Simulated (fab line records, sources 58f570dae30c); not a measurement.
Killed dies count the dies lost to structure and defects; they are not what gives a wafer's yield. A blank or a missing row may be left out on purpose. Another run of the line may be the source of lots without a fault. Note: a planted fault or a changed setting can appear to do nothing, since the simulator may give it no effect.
Which tool did it? || flow berkeleyCmos170 || Sampling: 14 lots, 42 wafers, 4 of 331 route steps

## WHAT THE GAUGES SHOWED, per wafer
UCB170_NWELL_TW_MEAS_16.
{"lot": "L490", "measured": "day 2 03:04", "on": "filmMetro-02", "NWELL_TW": "1257 1254 1253"}
{"lot": "L491", "measured": "day 2 10:19", "on": "filmMetro-02", "NWELL_TW": "1255 1250 1253"}
{"lot": "L492", "measured": "day 2 21:41", "on": "filmMetro-01", "NWELL_TW": "1242 1239 1248"}
{"lot": "L493", "measured": "day 3 04:52", "on": "filmMetro-01", "NWELL_TW": "1254 1245 1247"}
{"lot": "L495", "measured": "day 3 11:10", "on": "filmMetro-01", "NWELL_TW": "1254 1257 1247"}
{"lot": "L494", "measured": "day 3 11:12", "on": "filmMetro-02", "NWELL_TW": "1262 1264 1262"}
{"lot": "L499", "measured": "day 4 08:56", "on": "filmMetro-01", "NWELL_TW": "432 421 415"}
{"lot": "L503", "measured": "day 5 05:49", "on": "filmMetro-01", "NWELL_TW": "1252 1255 1254"}
{"lot": "L504", "measured": "day 5 08:01", "on": "filmMetro-01", "NWELL_TW": "408 418 409"}
{"lot": "L505", "measured": "day 5 08:17", "on": "filmMetro-03", "NWELL_TW": "393 382 398"}
{"lot": "L507", "measured": "day 6 02:21", "on": "filmMetro-03", "NWELL_TW": "1259 1255 1259"}
{"lot": "L509", "measured": "day 6 05:28", "on": "filmMetro-03", "NWELL_TW": "1248 1264 1255"}
{"lot": "L511", "measured": "day 6 21:23", "on": "filmMetro-01", "NWELL_TW": "1245 1252 1254"}
{"lot": "L513", "measured": "day 7 00:35", "on": "filmMetro-01", "NWELL_TW": "1258 1256 1257"}

UCB170_PWELL_TW_MEAS_17.
{"lot": "L490", "measured": "day 2 21:53", "on": "filmMetro-03", "PWELL_TW": "382.1 384.3 382.7"}
{"lot": "L491", "measured": "day 3 05:35", "on": "filmMetro-04", "PWELL_TW": "384.7 383.9 384.1"}
{"lot": "L492", "measured": "day 3 17:46", "on": "filmMetro-04", "PWELL_TW": "383.7 382.8 384.3"}
{"lot": "L493", "measured": "day 3 23:44", "on": "filmMetro-03", "PWELL_TW": "379.5 382.0 382.1"}
{"lot": "L495", "measured": "day 4 04:40", "on": "filmMetro-01", "PWELL_TW": "382.1 379.9 379.2"}
{"lot": "L494", "measured": "day 4 04:26", "on": "filmMetro-03", "PWELL_TW": "381.1 380.4 381.5"}
{"lot": "L503", "measured": "day 6 02:25", "on": "filmMetro-04", "PWELL_TW": "384.0 383.9 385.0"}
{"lot": "L507", "measured": "day 6 19:07", "on": "filmMetro-01", "PWELL_TW": "381.7 379.1 380.5"}
{"lot": "L509", "measured": "day 6 22:25", "on": "filmMetro-01", "PWELL_TW": "381.0 380.1 378.5"}
{"lot": "L511", "measured": "day 7 17:14", "on": "filmMetro-03", "PWELL_TW": "380.8 380.3 380.7"}
{"lot": "L513", "measured": "day 7 20:11", "on": "filmMetro-04", "PWELL_TW": "383.6 385.0 383.4"}

UCB170_WELLDRIVE_THK_MEAS_02.
{"lot": "L490", "measured": "day 3 08:56", "on": "filmMetro-04", "WELLDRIVE_OXIDE_THK (nm)": "202 200 205"}
{"lot": "L491", "measured": "day 3 17:47", "on": "filmMetro-01", "WELLDRIVE_OXIDE_THK (nm)": "210 210 207"}
{"lot": "L492", "measured": "day 4 06:08", "on": "filmMetro-02", "WELLDRIVE_OXIDE_THK (nm)": "203 201 201"}
{"lot": "L493", "measured": "day 4 10:43", "on": "filmMetro-04", "WELLDRIVE_OXIDE_THK (nm)": "202 202 205"}
{"lot": "L495", "measured": "day 4 16:31", "on": "filmMetro-04", "WELLDRIVE_OXIDE_THK (nm)": "197 201 204"}
{"lot": "L494", "measured": "day 4 16:31", "on": "filmMetro-01", "WELLDRIVE_OXIDE_THK (nm)": "202 198 198"}
{"lot": "L503", "measured": "day 6 11:52", "on": "filmMetro-04", "WELLDRIVE_OXIDE_THK (nm)": "201 203 201"}
{"lot": "L507", "measured": "day 7 10:44", "on": "filmMetro-04", "WELLDRIVE_OXIDE_THK (nm)": "199 201 199"}
{"lot": "L509", "measured": "day 7 10:44", "on": "filmMetro-01", "WELLDRIVE_OXIDE_THK (nm)": "207 205 207"}
{"lot": "L511", "measured": "day 8 04:40", "on": "filmMetro-01", "WELLDRIVE_OXIDE_THK (nm)": "204 207 207"}
{"lot": "L513", "measured": "day 8 09:51", "on": "filmMetro-01", "WELLDRIVE_OXIDE_THK (nm)": "200 200 200"}

## WHICH TOOL RAN EACH LOT (tool, then ch and the chambers of the sampled wafers, then the start)
{"lot": "L490", "UCB170_NWELL_DEVELOP_11": "lithoTrack-04 ch 0, day 2 02:00"}
{"lot": "L491", "UCB170_NWELL_DEVELOP_11": "lithoTrack-03 ch 0, day 2 09:00"}
{"lot": "L492", "UCB170_NWELL_DEVELOP_11": "lithoTrack-03 ch 0, day 2 21:00"}
{"lot": "L493", "UCB170_NWELL_DEVELOP_11": "lithoTrack-04 ch 0, day 3 04:00"}
{"lot": "L495", "UCB170_NWELL_DEVELOP_11": "lithoTrack-04 ch 0, day 3 10:00"}
{"lot": "L494", "UCB170_NWELL_DEVELOP_11": "lithoTrack-01 ch 0, day 3 10:00"}
{"lot": "L499", "UCB170_NWELL_DEVELOP_11": "lithoTrack-01 ch 0, day 4 08:00"}
{"lot": "L503", "UCB170_NWELL_DEVELOP_11": "lithoTrack-04 ch 0, day 5 05:00"}
{"lot": "L504", "UCB170_NWELL_DEVELOP_11": "lithoTrack-01 ch 0, day 5 07:00"}
{"lot": "L505", "UCB170_NWELL_DEVELOP_11": "lithoTrack-01 ch 0, day 5 07:00"}
{"lot": "L507", "UCB170_NWELL_DEVELOP_11": "lithoTrack-03 ch 0, day 6 01:00"}
{"lot": "L509", "UCB170_NWELL_DEVELOP_11": "lithoTrack-04 ch 0, day 6 04:00"}
{"lot": "L511", "UCB170_NWELL_DEVELOP_11": "lithoTrack-04 ch 0, day 6 20:00"}
{"lot": "L513", "UCB170_NWELL_DEVELOP_11": "lithoTrack-04 ch 0, day 7 00:00"}
- UCB170_NWELL_DEVELOP_11: develop time 45 s.

## AS READ BY THE TOOLS THEMSELVES (means over the sampled wafers that have a number; for cases with no such wafer, the mark the record gives instead)
UCB170_NWELL_DEVELOP_11.
{"lot": "L490", "tool": "lithoTrack-04", "chillPlateTempC (C)": 23.20, "developerTempC (C)": 21.12}
{"lot": "L491", "tool": "lithoTrack-03", "chillPlateTempC (C)": 22.92, "developerTempC (C)": 20.91}
{"lot": "L492", "tool": "lithoTrack-03", "chillPlateTempC (C)": 23.14, "developerTempC (C)": 20.89}
{"lot": "L493", "tool": "lithoTrack-04", "chillPlateTempC (C)": 23.07, "developerTempC (C)": 20.98}
{"lot": "L495", "tool": "lithoTrack-04", "chillPlateTempC (C)": 23.01, "developerTempC (C)": 20.89}
{"lot": "L494", "tool": "lithoTrack-01", "chillPlateTempC (C)": 22.94, "developerTempC (C)": 20.96}
{"lot": "L499", "tool": "lithoTrack-01", "chillPlateTempC (C)": 22.84, "developerTempC (C)": 21.06}
{"lot": "L503", "tool": "lithoTrack-04", "chillPlateTempC (C)": 22.99, "developerTempC (C)": 21.03}
{"lot": "L504", "tool": "lithoTrack-01", "chillPlateTempC (C)": 23.04, "developerTempC (C)": 20.86}
{"lot": "L505", "tool": "lithoTrack-01", "chillPlateTempC (C)": 23.07, "developerTempC (C)": 20.99}
{"lot": "L507", "tool": "lithoTrack-03", "chillPlateTempC (C)": 22.89, "developerTempC (C)": 21.05}
{"lot": "L509", "tool": "lithoTrack-04", "chillPlateTempC (C)": 22.86, "developerTempC (C)": 21.07}
{"lot": "L511", "tool": "lithoTrack-04", "chillPlateTempC (C)": 23.10, "developerTempC (C)": 21.12}
{"lot": "L513", "tool": "lithoTrack-04", "chillPlateTempC (C)": 22.94, "developerTempC (C)": 21.02}

## THE ANSWER, worked out from the rows above alone
Rule: usual is defined by the lots themselves. Put in order of their means at a reading, lots are off if they are a third of the lots or fewer, leave a main group of 4 or more, and stand apart from it by a gap of 3 or more times the standard deviation of the main group's means; of several such gaps the widest counts. A main group whose means are all the same, to the digits that the tables above print for the reading, isn't used. Also off: a lot with no number at a reading for which 4 or more lots have one. The other lots that the step has rows for count as sound. First the gauges in route order, then the tools' own readings, where a lot's mean is used as printed above. At the first step where some lot is off, the reading lying furthest off is the one used; lots without a number count as furthest.
Off: L499, L504, L505, seen at UCB170_NWELL_TW_MEAS_16 (NWELL_TW). The main group has a mean of 1254 with a standard deviation of 4.9.
A tool fits if, at a process step before that reading, it ran every lot that is off, and no sound lot after the first of them. The gauges at UCB170_NWELL_TW_MEAS_16 are tried like those tools. One fits: lithoTrack-01 at UCB170_NWELL_DEVELOP_11. A fault onset in the window from L494 (day 3 10:00, its last sound lot) to L499 (day 4 08:00, its first lot off) fits.

## WHAT HAD BEEN PUT IN BY THE SIMULATOR
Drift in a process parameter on lithoTrack-01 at UCB170_NWELL_DEVELOP_11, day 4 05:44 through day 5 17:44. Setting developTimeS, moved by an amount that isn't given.
Shown lots that were struck: L499, L504, L505. The rule above reached the same finding.
